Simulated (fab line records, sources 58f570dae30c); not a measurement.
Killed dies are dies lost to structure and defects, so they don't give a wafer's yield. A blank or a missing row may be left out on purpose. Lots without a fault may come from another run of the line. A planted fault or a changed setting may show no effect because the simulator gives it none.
Which tool did it? | flow berkeley_cmos170 | 14 lots, 42 wafers sampled, at 5 steps of a route of 331

WHAT THE GAUGES READ, wafer by wafer
UCB170_SDANNEAL_RS_MEAS_05: measures by four-point-probe. Usual: NLDD_RS 616.2 ohm/sq, standard deviation 1.4.
lot  | measured     | on            | NLDD_RS (ohm/sq)  | flag
L441 | day 6 16:23  | film_metro-01 | 615.8 614.0 615.2 |
L444 | day 7 01:56  | film_metro-03 | 615.0 615.8 616.2 |
L443 | day 7 02:14  | film_metro-01 | 615.6 615.1 614.8 |
L445 | day 7 18:07  | film_metro-03 | 617.6 615.1 618.0 |
L446 | day 7 18:34  | film_metro-01 | 616.5 615.9 616.2 |
L447 | day 8 05:19  | film_metro-03 | 617.3 618.0 617.0 |
L448 | day 8 12:58  | film_metro-01 | 616.3 616.8 616.9 |
L453 | day 8 23:23  | film_metro-01 | 577.6 559.3 552.1 | OFF
L452 | day 8 23:56  | film_metro-01 | 556.3 579.1 558.1 | OFF
L457 | day 10 05:09 | film_metro-02 | 613.8 613.8 615.0 |
L455 | day 10 05:35 | film_metro-01 | 614.3 614.0 616.1 |
L460 | day 11 03:25 | film_metro-02 | 614.6 615.3 616.7 |
L462 | day 11 11:52 | film_metro-03 | 616.1 615.5 615.3 |
L464 | day 11 22:47 | film_metro-03 | 614.8 614.5 613.9 |

WHICH TOOL RAN EACH LOT (tool, then ch and the chambers of the sampled wafers, then the start)
lot  | UCB170_GATE_ETCH_14                | UCB170_NLDD_IMPLANT_08          | UCB170_NSD_STRIP_09                  | UCB170_SDANNEAL_RTA_00
L441 | rie_diel-03 ch 0,1,3, day 5 22:30  | implanter-04 ch 0, day 6 02:46  | plasma_asher-03 ch 0, day 6 13:28    | rtp_anneal-01 ch 0, day 6 15:53
L444 | rie_diel-02 ch 0,1, day 6 09:31    | implanter-02 ch 0, day 6 14:30  | plasma_asher-03 ch 0,1, day 7 00:24  | rtp_anneal-02 ch 0, day 7 01:28
L443 | rie_diel-03 ch 0,1,3, day 6 09:48  | implanter-01 ch 0, day 6 15:50  | plasma_asher-04 ch 0,1, day 7 00:40  | rtp_anneal-01 ch 0, day 7 01:43
L445 | rie_diel-03 ch 0,1,3, day 7 03:09  | implanter-04 ch 0, day 7 06:40  | plasma_asher-04 ch 0, day 7 16:22    | rtp_anneal-01 ch 0, day 7 17:38
L446 | rie_diel-02 ch 0,3, day 7 03:23    | implanter-02 ch 0, day 7 06:56  | plasma_asher-02 ch 0,1, day 7 17:00  | rtp_anneal-02 ch 0, day 7 18:05
L447 | rie_diel-02 ch 1,2,3, day 7 11:13  | implanter-04 ch 0, day 7 16:46  | plasma_asher-03 ch 0,1, day 8 03:45  | rtp_anneal-01 ch 0, day 8 04:49
L448 | rie_diel-02 ch 1,2, day 7 23:32    | implanter-02 ch 0, day 8 02:59  | plasma_asher-02 ch 0,1, day 8 11:07  | rtp_anneal-02 ch 0, day 8 12:28
L453 | rie_diel-02 ch 0,1,3, day 8 08:14  | implanter-02 ch 0, day 8 12:02  | plasma_asher-04 ch 0,1, day 8 21:50  | rtp_anneal-01 ch 0, day 8 22:53
L452 | rie_diel-02 ch 0,1,3, day 8 08:31  | implanter-02 ch 0, day 8 12:43  | plasma_asher-02 ch 0,1, day 8 22:23  | rtp_anneal-01 ch 0, day 8 23:28
L457 | rie_diel-01 ch 0,1, day 9 12:50    | implanter-04 ch 0, day 9 16:44  | plasma_asher-04 ch 0,1, day 10 02:59 | rtp_anneal-01 ch 0, day 10 04:39
L455 | rie_diel-02 ch 0,1, day 9 13:10    | implanter-01 ch 0, day 9 16:59  | plasma_asher-04 ch 0,1, day 10 03:22 | rtp_anneal-01 ch 0, day 10 05:05
L460 | rie_diel-01 ch 1,3, day 10 12:56   | implanter-04 ch 0, day 10 18:48 | plasma_asher-04 ch 0,1, day 11 01:52 | rtp_anneal-02 ch 0, day 11 02:56
L462 | rie_diel-03 ch 0,1, day 10 20:34   | implanter-01 ch 0, day 11 00:25 | plasma_asher-02 ch 0,1, day 11 10:19 | rtp_anneal-01 ch 0, day 11 11:22
L464 | rie_diel-01 ch 1,2,3, day 11 05:56 | implanter-01 ch 0, day 11 09:36 | plasma_asher-04 ch 0,1, day 11 20:23 | rtp_anneal-01 ch 0, day 11 22:18
- UCB170_GATE_ETCH_14: etches BARC in N2/H2.
- UCB170_NLDD_IMPLANT_08
- UCB170_NSD_STRIP_09: strips in O2.
- UCB170_SDANNEAL_RTA_00: time 10 s.

WHAT THE TOOLS THEMSELVES READ (means of the sampled wafers that have a number; where no wafer has one, the mark that the record gives instead)
UCB170_GATE_ETCH_14. Usual: drypump_motor_current_A 5.5 A, standard deviation 0.37; oes_product_au 1.015 a.u., standard deviation 0.021; throttle_valve_pct 13.31 %, standard deviation 0.16.
lot  | tool        | drypump_motor_current_A (A) | oes_product_au (a.u.) | throttle_valve_pct (%) | flag
L441 | rie_diel-03 | 5.9                         | 1.032                 | 13.22                  |
L444 | rie_diel-02 | 4.9                         | 1.013                 | 13.34                  |
L443 | rie_diel-03 | 5.8                         | 1.029                 | 13.22                  |
L445 | rie_diel-03 | 5.8                         | 1.025                 | 13.22                  |
L446 | rie_diel-02 | 5.2                         | 1.019                 | 13.41                  |
L447 | rie_diel-02 | 5.5                         | 1.024                 | 13.34                  |
L448 | rie_diel-02 | 5.3                         | 1.019                 | 13.27                  |
L453 | rie_diel-02 | 5.3                         | 1.024                 | 13.35                  |
L452 | rie_diel-02 | 5.2                         | 1.023                 | 13.36                  |
L457 | rie_diel-01 | 5.6                         | 0.998                 | 13.46                  |
L455 | rie_diel-02 | 4.9                         | 1.017                 | 13.34                  |
L460 | rie_diel-01 | 5.7                         | 0.991                 | 13.36                  |
L462 | rie_diel-03 | 6.1                         | 1.034                 | 13.20                  |
L464 | rie_diel-01 | 5.6                         | 0.984                 | 13.30                  |

UCB170_NSD_STRIP_09. Usual: drypump_motor_current_A 5.80 A, standard deviation 0.27; oes_product_au 0.533 a.u., standard deviation 0.0045; strip_time_to_endpoint_s 35.82 s, standard deviation 0.07.
lot  | tool            | drypump_motor_current_A (A) | oes_product_au (a.u.) | strip_time_to_endpoint_s (s) | flag
L441 | plasma_asher-03 | 6.31                        | 0.536                 | 35.86                        |
L444 | plasma_asher-03 | 6.18                        | 0.535                 | 35.87                        |
L443 | plasma_asher-04 | 5.80                        | 0.536                 | 35.71                        |
L445 | plasma_asher-04 | 5.52                        | 0.531                 | 35.77                        |
L446 | plasma_asher-02 | 5.71                        | 0.526                 | 35.70                        |
L447 | plasma_asher-03 | 6.18                        | 0.528                 | 35.82                        |
L448 | plasma_asher-02 | 5.59                        | 0.534                 | 35.75                        |
L453 | plasma_asher-04 | 5.79                        | 0.536                 | 35.88                        |
L452 | plasma_asher-02 | 5.59                        | 0.532                 | 35.83                        |
L457 | plasma_asher-04 | 5.79                        | 0.536                 | 35.88                        |
L455 | plasma_asher-04 | 5.81                        | 0.530                 | 35.84                        |
L460 | plasma_asher-04 | 5.67                        | 0.536                 | 35.72                        |
L462 | plasma_asher-02 | 5.60                        | 0.530                 | 35.88                        |
L464 | plasma_asher-04 | 5.66                        | 0.535                 | 35.87                        |

UCB170_SDANNEAL_RTA_00. Usual: chamber_o2_ppm 1.999, standard deviation 0.022; lamp_power_pct 25.3 %, standard deviation 0.36; wafer_temp_C_max 904.2, standard deviation 1.1.
lot  | tool          | chamber_o2_ppm | lamp_power_pct (%) | wafer_temp_C_max | flag
L441 | rtp_anneal-01 | 2.009          | 25.0               | 905.7            |
L444 | rtp_anneal-02 | 1.971          | 25.7               | 903.1            |
L443 | rtp_anneal-01 | 2.012          | 25.0               | 904.5            |
L445 | rtp_anneal-01 | 2.002          | 25.0               | 904.1            |
L446 | rtp_anneal-02 | 1.973          | 25.7               | 902.7            |
L447 | rtp_anneal-01 | 2.002          | 25.0               | 905.5            |
L448 | rtp_anneal-02 | 1.989          | 25.7               | 903.4            |
L453 | rtp_anneal-01 | 1.979          | 25.0               | 905.2            |
L452 | rtp_anneal-01 | 1.993          | 25.0               | 905.1            |
L457 | rtp_anneal-01 | 2.007          | 25.0               | 905.8            |
L455 | rtp_anneal-01 | 2.001          | 25.0               | 905.1            |
L460 | rtp_anneal-02 | 2.004          | 25.8               | 903.3            |
L462 | rtp_anneal-01 | 1.994          | 25.0               | 904.3            |
L464 | rtp_anneal-01 | 1.979          | 25.0               | 903.7            |

THE ANSWER, worked out from the rows above alone
Rule: a lot is off if the mean of its wafers that have a number lies more than 3 standard deviations from the usual mean. A lot without any number at a reading at which 4 lots or more have one is off too. The other lots that the step has rows for count as sound. The gauges are gone through in route order, then the tools' own readings, and for those a lot's mean is taken as printed above. The first step at which some lot is off is used, and at that step the reading that is off furthest; a lot without a number counts as furthest.
Off: L453, L452, at UCB170_SDANNEAL_RS_MEAS_05 (NLDD_RS).
A tool fits if, at a process step before that reading, it ran every lot that is off, and no sound lot after the first of them. The gauges at UCB170_SDANNEAL_RS_MEAS_05 are tried like those tools. One fits: implanter-02 at UCB170_NLDD_IMPLANT_08. Its last sound lot is L448 (day 8 02:59), its first lot that is off L453 (day 8 12:02): a fault that began between those two fits.

WHAT THE SIMULATOR HAD PUT IN
Process parameter drift: implanter-02, from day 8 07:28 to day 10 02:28, at UCB170_NLDD_IMPLANT_08. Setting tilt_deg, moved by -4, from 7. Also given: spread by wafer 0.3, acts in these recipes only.
Lots struck among those shown: L453, L452. The rule above found the same.
